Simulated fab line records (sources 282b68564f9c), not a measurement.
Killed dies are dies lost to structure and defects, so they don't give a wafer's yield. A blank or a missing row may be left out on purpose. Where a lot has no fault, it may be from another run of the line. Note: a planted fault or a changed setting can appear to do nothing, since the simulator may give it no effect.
The tool behind it: which one? ; flow ritCmos ; 14 lots with 42 wafers sampled at 2 steps, on a route of 202 steps

## WHAT EACH GAUGE READ, for each wafer
Not one reading of a measure or inspect step in the record can be checked against a usual standard deviation.

## WHAT TOOL EACH LOT RAN ON (gives the tool, then ch and the chambers of the sampled wafers, and finally the start)
lot;RIT_NWELL_IMPLANT_08;RIT_M1_PROBE_99
L509;implanter-04 ch 0, day 2 06:38;-
L510;implanter-02 ch 0, day 2 13:49;-
L511;implanter-02 ch 0, day 2 23:19;-
L512;implanter-04 ch 0, day 2 23:32;-
L514;implanter-04 ch 0, day 3 05:51;-
L516;implanter-01 ch 0, day 3 10:31;prober-01, day 5 05:02
L515;implanter-04 ch 0, day 3 10:44;-
L517;implanter-01 ch 0, day 3 18:35;-
L519;implanter-02 ch 0, day 3 23:54;-
L523;implanter-01 ch 0, day 4 21:34;-
L527;implanter-04 ch 0, day 5 20:22;-
L528;implanter-04 ch 0, day 5 22:30;-
L530;implanter-04 ch 0, day 6 13:15;-
L531;implanter-01 ch 0, day 6 14:41;prober-01, day 8 05:51
- RIT_NWELL_IMPLANT_08
- RIT_M1_PROBE_99

## AS READ BY THE TOOLS THEMSELVES (means over the sampled wafers that have a number; for cases with no such wafer, the mark the record gives instead)
RIT_NWELL_IMPLANT_08. Usual: beamEnergyKeV 170.00, standard deviation 0.057; beamOnS 10.00 s, standard deviation 0.18.
lot;tool;beamEnergyKeV;beamOnS (s);flag
L509;implanter-04;170.01;10.06;
L510;implanter-02;170.00;9.97;
L511;implanter-02;169.98;10.09;
L512;implanter-04;170.00;9.96;
L514;implanter-04;170.04;10.06;
L516;implanter-01;169.95;9.74;
L515;implanter-04;170.07;9.84;
L517;implanter-01;170.03;10.13;
L519;implanter-02;169.93;10.16;
L523;implanter-01;170.02;10.04;
L527;implanter-04;170.00;10.10;
L528;implanter-04;163.56;9.83;OFF
L530;implanter-04;163.50;10.29;OFF
L531;implanter-01;170.06;10.06;

RIT_M1_PROBE_99. Usual: killed_at_M0_to_M3 0.0, standard deviation 0.14; killedAtFrontEnd 7.3, standard deviation 2.8; killedDies 7.3, standard deviation 2.8; killedOpen 3.8, standard deviation 1.9; killedShort 3.5, standard deviation 1.8.
lot;tool;killed_at_M0_to_M3;killedAtFrontEnd;killedDies;killedOpen;killedShort;flag
L516;prober-01;0.0;6.3;6.3;3.3;3.0;
L531;prober-01;0.0;12.3;12.3;6.3;6.0;

## THE ANSWER, worked out from the rows above alone
Rule: a lot counts as off when the mean over its wafers that have a number is more than 3 standard deviations away from the usual mean. Also off: a lot with no number at a reading for which 4 or more lots have one. Any other lot the step has rows for is counted as sound. First the gauges in route order, then the tools' own readings, where a lot's mean is used as printed above. At the first step where some lot is off, the reading lying furthest off is the one used; lots without a number count as furthest.
Off at RIT_NWELL_IMPLANT_08 (beamEnergyKeV): L528, L530.
A tool fits if, at that step or a process step before it, it ran every lot that is off, and no sound lot after the first of them. One fits: implanter-04 at RIT_NWELL_IMPLANT_08. A fault onset in the window from L527 (day 5 20:22, its last sound lot) to L528 (day 5 22:30, its first lot off) fits.
On the lots that are off, the tool's own readings at RIT_NWELL_IMPLANT_08 differ by more than 5 times the standard deviation of the sound lots' means, which bears it out; beamEnergyKeV reads 163.53 there versus 170.01 on the sound lots.

## WHAT THE SIMULATOR HAD INSERTED
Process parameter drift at RIT_NWELL_IMPLANT_08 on implanter-04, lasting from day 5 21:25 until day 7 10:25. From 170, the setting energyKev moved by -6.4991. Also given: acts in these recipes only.
Shown lots that were struck: L528, L530. Same finding as the rule above.
